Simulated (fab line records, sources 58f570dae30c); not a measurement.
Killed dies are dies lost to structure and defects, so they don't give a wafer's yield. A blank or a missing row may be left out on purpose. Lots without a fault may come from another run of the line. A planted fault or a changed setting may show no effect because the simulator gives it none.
Chamber matching | flow berkeley_cmos170 | UCB170_V2_CMP_02 on cmp-02: 4 sister chambers
The step polishes SiO2. 14 wafers are shown with their chamber, then 7 later ones without.

WAFERS WITH THEIR CHAMBER
wafer  | chamber | motor_current_A (A) | head_pressure_psi (psi) | retaining_ring_pressure_frac
L360.2 | 0       | 15.1                | 6.004                   | 1.003
L360.3 | 3       | 16.0                | 5.995                   | 1.003
L360.6 | 3       | 15.7                | 5.983                   | 1.010
L363.1 | 2       | 15.9                | 6.007                   | 1.006
L363.2 | 1       | 17.4                | 5.996                   | 1.001
L363.6 | 3       | 16.3                | 5.996                   | 0.998
L373.1 | 2       | 14.9                | 6.005                   | 0.992
L373.4 | 0       | 14.9                | 6.003                   | 1.000
L373.5 | 2       | 15.7                | 6.009                   | 1.000
L375.1 | 3       | 15.8                | 6.000                   | 0.997
L375.2 | 1       | 18.1                | 5.980                   | 0.999
L375.3 | 0       | 14.8                | 5.992                   | 1.001
L378.4 | 3       | 15.7                | 6.004                   | 0.997
L378.5 | 1       | 18.1                | 6.009                   | 1.013

SIGNATURES (means of the wafers above)
reading                      | chamber 0 | chamber 1 | chamber 2 | chamber 3 | scatter within a chamber
motor_current_A              | 14.933    | 17.867    | 15.500    | 15.900    | 0.345
head_pressure_psi            | 5.99967   | 5.99500   | 6.00700   | 5.99560   | 0.00876
retaining_ring_pressure_frac | 1.00133   | 1.00433   | 0.99933   | 1.00100   | 0.00587
Rule: a wafer's distance from a chamber is the root of the sum, over the readings, of the square of ((its reading less the chamber's mean) divided by the reading's scatter). The wafer belongs to the nearest chamber; if the next one is less than 2 further off, it can't be placed. The scatter: the root of (the sum of the squares of (reading less its chamber's mean) over the shown wafers, divided by (wafers less chambers)).

WAFERS WITHOUT THEIR CHAMBER
wafer  | motor_current_A (A) | head_pressure_psi (psi) | retaining_ring_pressure_frac
L378.6 | 15.1                | 5.999                   | 1.004
L379.2 | 15.3                | 6.014                   | 1.004
L379.4 | 17.4                | 6.002                   | 0.993
L379.6 | 14.9                | 5.990                   | 1.011
L381.1 | 15.0                | 5.994                   | 0.995
L381.4 | 18.4                | 5.997                   | 0.994
L381.6 | 17.9                | 5.979                   | 1.008

WHICH CHAMBER EACH WENT THROUGH
wafer  | from the rows above          | in truth
L378.6 | can't be placed: 0 or 2 or 3 | 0
L379.2 | can't be placed: 2 or 0 or 3 | 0
L379.4 | 1                            | 1
L379.6 | can't be placed: 0 or 2 or 3 | 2
L381.1 | can't be placed: 0 or 2 or 3 | 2
L381.4 | 1                            | 1
L381.6 | 1                            | 1
Placed correctly: 3 of 7. Can't be placed from these rows: 4 (the true chamber is among the candidates in 4). Placed wrongly: 0.
